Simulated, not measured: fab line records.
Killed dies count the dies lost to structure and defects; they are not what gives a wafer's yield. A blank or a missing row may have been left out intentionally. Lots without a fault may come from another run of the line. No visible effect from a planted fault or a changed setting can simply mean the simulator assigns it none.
Split-lot trial / flow berkeley_cmos170 / 5 lots, 23 wafers read, on a route of 331 steps

== SPLIT DETAILS ==
At UCB170_SCREENOX_OXIDATION_01 (target thk 14.4 nm, ox time 2400 s), the setting temp_c was moved away from the recipe's 900 C on 10 of the 23 wafers read, by +2.0% to +2.9%. The other wafers ran this setting at the recipe's value.

Split to reading: the file shows no intervening step.

== THE READING ==
SCREENOX_OXIDE_THK in nanometres, read at UCB170_SCREENOX_THK_MEAS_02. On this fab line, fault-free wafers typically give 14.30 nm with a standard deviation of 0.2 nm.

wafer=L077.1; tool, chamber at the split=-, -; temp_c as run, C=926.3; against the recipe=+2.9%; SCREENOX_OXIDE_THK, nm=18.53; against lot-mates on the recipe=no lot-mate on the recipe
wafer=L077.2; tool, chamber at the split=-, -; temp_c as run, C=926.3; against the recipe=+2.9%; SCREENOX_OXIDE_THK, nm=18.27; against lot-mates on the recipe=no lot-mate on the recipe
wafer=L077.3; tool, chamber at the split=-, -; temp_c as run, C=926.3; against the recipe=+2.9%; SCREENOX_OXIDE_THK, nm=18.70; against lot-mates on the recipe=no lot-mate on the recipe
wafer=L077.4; tool, chamber at the split=-, -; temp_c as run, C=926.3; against the recipe=+2.9%; SCREENOX_OXIDE_THK, nm=18.39; against lot-mates on the recipe=no lot-mate on the recipe
wafer=L077.6; tool, chamber at the split=-, -; temp_c as run, C=926.3; against the recipe=+2.9%; SCREENOX_OXIDE_THK, nm=18.26; against lot-mates on the recipe=no lot-mate on the recipe
wafer=L075.2; tool, chamber at the split=-, -; temp_c as run, C=900; against the recipe=recipe; SCREENOX_OXIDE_THK, nm=14.34; against lot-mates on the recipe=-
wafer=L075.3; tool, chamber at the split=-, -; temp_c as run, C=900; against the recipe=recipe; SCREENOX_OXIDE_THK, nm=14.24; against lot-mates on the recipe=-
wafer=L075.4; tool, chamber at the split=-, -; temp_c as run, C=900; against the recipe=recipe; SCREENOX_OXIDE_THK, nm=14.15; against lot-mates on the recipe=-
wafer=L075.5; tool, chamber at the split=-, -; temp_c as run, C=900; against the recipe=recipe; SCREENOX_OXIDE_THK, nm=14.14; against lot-mates on the recipe=-
wafer=L075.6; tool, chamber at the split=-, -; temp_c as run, C=900; against the recipe=recipe; SCREENOX_OXIDE_THK, nm=14.42; against lot-mates on the recipe=-
wafer=L078.1; tool, chamber at the split=-, -; temp_c as run, C=900; against the recipe=recipe; SCREENOX_OXIDE_THK, nm=14.67; against lot-mates on the recipe=-
wafer=L078.2; tool, chamber at the split=-, -; temp_c as run, C=900; against the recipe=recipe; SCREENOX_OXIDE_THK, nm=14.67; against lot-mates on the recipe=-
wafer=L078.3; tool, chamber at the split=-, -; temp_c as run, C=900; against the recipe=recipe; SCREENOX_OXIDE_THK, nm=14.59; against lot-mates on the recipe=-
wafer=L078.4; tool, chamber at the split=-, -; temp_c as run, C=900; against the recipe=recipe; SCREENOX_OXIDE_THK, nm=14.69; against lot-mates on the recipe=-
wafer=L078.5; tool, chamber at the split=-, -; temp_c as run, C=900; against the recipe=recipe; SCREENOX_OXIDE_THK, nm=14.66; against lot-mates on the recipe=-
wafer=L081.3; tool, chamber at the split=furnace-02, 0; temp_c as run, C=900; against the recipe=recipe; SCREENOX_OXIDE_THK, nm=14.20; against lot-mates on the recipe=-
wafer=L081.5; tool, chamber at the split=furnace-02, 0; temp_c as run, C=900; against the recipe=recipe; SCREENOX_OXIDE_THK, nm=14.08; against lot-mates on the recipe=-
wafer=L081.6; tool, chamber at the split=furnace-02, 0; temp_c as run, C=900; against the recipe=recipe; SCREENOX_OXIDE_THK, nm=14.42; against lot-mates on the recipe=-
wafer=L085.1; tool, chamber at the split=-, -; temp_c as run, C=917.9; against the recipe=+2.0%; SCREENOX_OXIDE_THK, nm=17.03; against lot-mates on the recipe=no lot-mate on the recipe
wafer=L085.2; tool, chamber at the split=-, -; temp_c as run, C=917.9; against the recipe=+2.0%; SCREENOX_OXIDE_THK, nm=16.93; against lot-mates on the recipe=no lot-mate on the recipe
wafer=L085.3; tool, chamber at the split=-, -; temp_c as run, C=917.9; against the recipe=+2.0%; SCREENOX_OXIDE_THK, nm=16.88; against lot-mates on the recipe=no lot-mate on the recipe
wafer=L085.5; tool, chamber at the split=-, -; temp_c as run, C=917.9; against the recipe=+2.0%; SCREENOX_OXIDE_THK, nm=17.24; against lot-mates on the recipe=no lot-mate on the recipe
wafer=L085.6; tool, chamber at the split=-, -; temp_c as run, C=917.9; against the recipe=+2.0%; SCREENOX_OXIDE_THK, nm=16.94; against lot-mates on the recipe=no lot-mate on the recipe

FIT RESULTS
A straight line over all 23 wafers: SCREENOX_OXIDE_THK changes by +1.36 nm for each +1% of temp_c; r = +0.99; the points scatter about the line by 0.21 nm.
Too few moved wafers with a lot-mate on the recipe to fit a line net of each lot's own level.

== THE WHOLE CHAIN: every reading that the file lists as answering this split, in the file's order ==
step=UCB170_SCREENOX_OXIDATION_01; what it does=target thk 14.4 nm, ox time 2400 s; reading=SiO2_of_SCREENOX_OXIDATION_01.thk_nm (the simulator's own value, which no gauge read); change (the file's fit)=+1.35 nm for each +1% of the setting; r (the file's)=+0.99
step=UCB170_SCREENOX_THK_MEAS_02; what it does=; reading=SCREENOX_OXIDE_THK; change (the file's fit)=+1.36 for each +1% of the setting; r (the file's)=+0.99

== THE FILE'S OWN FIT ==
SCREENOX_OXIDE_THK changes by +1.36 nm for each +1% of temp_c, r = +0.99.
